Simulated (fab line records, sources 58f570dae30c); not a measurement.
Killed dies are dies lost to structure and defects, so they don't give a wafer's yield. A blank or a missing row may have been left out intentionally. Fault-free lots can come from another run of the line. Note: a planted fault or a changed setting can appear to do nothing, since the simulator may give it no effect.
One fault seen from 2 desks -- flow berkeley cmos170 -- every desk sees just its own numbers, and what lay behind them comes last

THE TOOL OWNER'S DESK: implanter-01
The tool's own readings at UCB170_PLDD_IMPLANT_08: means of the sampled wafers that have a number, for each lot that ran on this tool. If a lot's mean is further than 4 standard deviations from the usual mean, the lot is out of limits and carries the mark OUT (the distance appears in the brackets).
Columns: A = beam on s at UCB170_PLDD_IMPLANT_08, usual 10.01 s; B = dose ions cm2 at UCB170_PLDD_IMPLANT_08, usual 5e+13; C = faraday current uA at UCB170_PLDD_IMPLANT_08, usual 158; D = tilt deg at UCB170_PLDD_IMPLANT_08, usual 6.995 degrees
lot,first seen here,A,B,C,D
L679,day 7 23:43,9.96,5e+13,159,7.005
L678,day 8 00:16,10.02,5e+13,158,6.971
L681,day 8 03:52,9.88,5e+13,160,7.004
L687,day 9 13:49,9.88,5e+13,160,7.021
L689,day 9 23:49,13.20 (+16) OUT,8e+13 (+99 or more) OUT,203 (+15) OUT,7.016
L692,day 10 15:05,13.33 (+17) OUT,8e+13 (+99 or more) OUT,201 (+14) OUT,6.992
This desk's finding: out of limits on L689, L692; first on L689, day 9 23:49 (beam on s at UCB170_PLDD_IMPLANT_08). L679, L678, L681, L687 stayed within limits.

AT THE METROLOGY DESK
What the gauges read for every lot (on any tool): the sampled wafers with a number, averaged. If a lot's mean is further than 4 standard deviations from the usual mean, the lot is out of limits and carries the mark OUT (the distance appears in the brackets).
Columns: A = FIELD_OXIDE_THK at UCB170_FIELD_THK_MEAS_02, usual 565 nm; B = PLDD_TW at UCB170_PLDD_TW_MEAS_11, usual 1004; C = PLDD_RS at UCB170_SDANNEAL_RS_MEAS_04, usual 1031.0 ohm/sq
lot,first seen here,A,B,C
L675,day 5 06:59,561,1004,1031.6
L678,day 5 23:50,580,994,1030.7
L679,day 5 23:50,570,992,1031.9
L676,day 5 23:53,575,1010,1028.2
L677,day 5 23:54,582,1012,1029.0
L681,day 6 12:44,556,994,1029.6
L682,day 6 20:08,571,1011,1031.3
L685,day 7 15:00,572,1009,1033.3
L687,day 7 15:02,561,1001,1029.8
L689,day 7 22:22,562,1106 (+13) OUT,819.3 (-85) OUT
L692,day 8 20:43,555,1088 (+11) OUT,818.6 (-85) OUT
L694,day 8 20:48,556,990,1032.7
L696,day 9 10:31,564,1006,1032.0
L698,day 10 00:36,564,1009,1035.3
This desk's result: L689, L692 out of limits, first on L689 (PLDD_TW at UCB170_PLDD_TW_MEAS_11), day 10 00:11. L675, L678, L679, L676, L677, L681, L682, L685, L687, L694, L696, L698 stayed within limits.

ALL TOGETHER
The tool owner's desk had the chance to raise an alarm at day 9 23:49 on L689, L692.
An alarm was possible from the metrology desk at day 10 00:11, on L689, L692.
Every lot named ran UCB170_PLDD_IMPLANT_08 on implanter-01.

WHAT THE SIMULATOR HAD PUT IN
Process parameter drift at UCB170_PLDD_IMPLANT_08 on implanter-01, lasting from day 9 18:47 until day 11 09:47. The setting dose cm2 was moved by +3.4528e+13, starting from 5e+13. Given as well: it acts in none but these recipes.
Shown lots that were struck: L689, L692.
Fault start to first reading out of limits, in hours, per desk: tool owner, 5; metrology, 5.
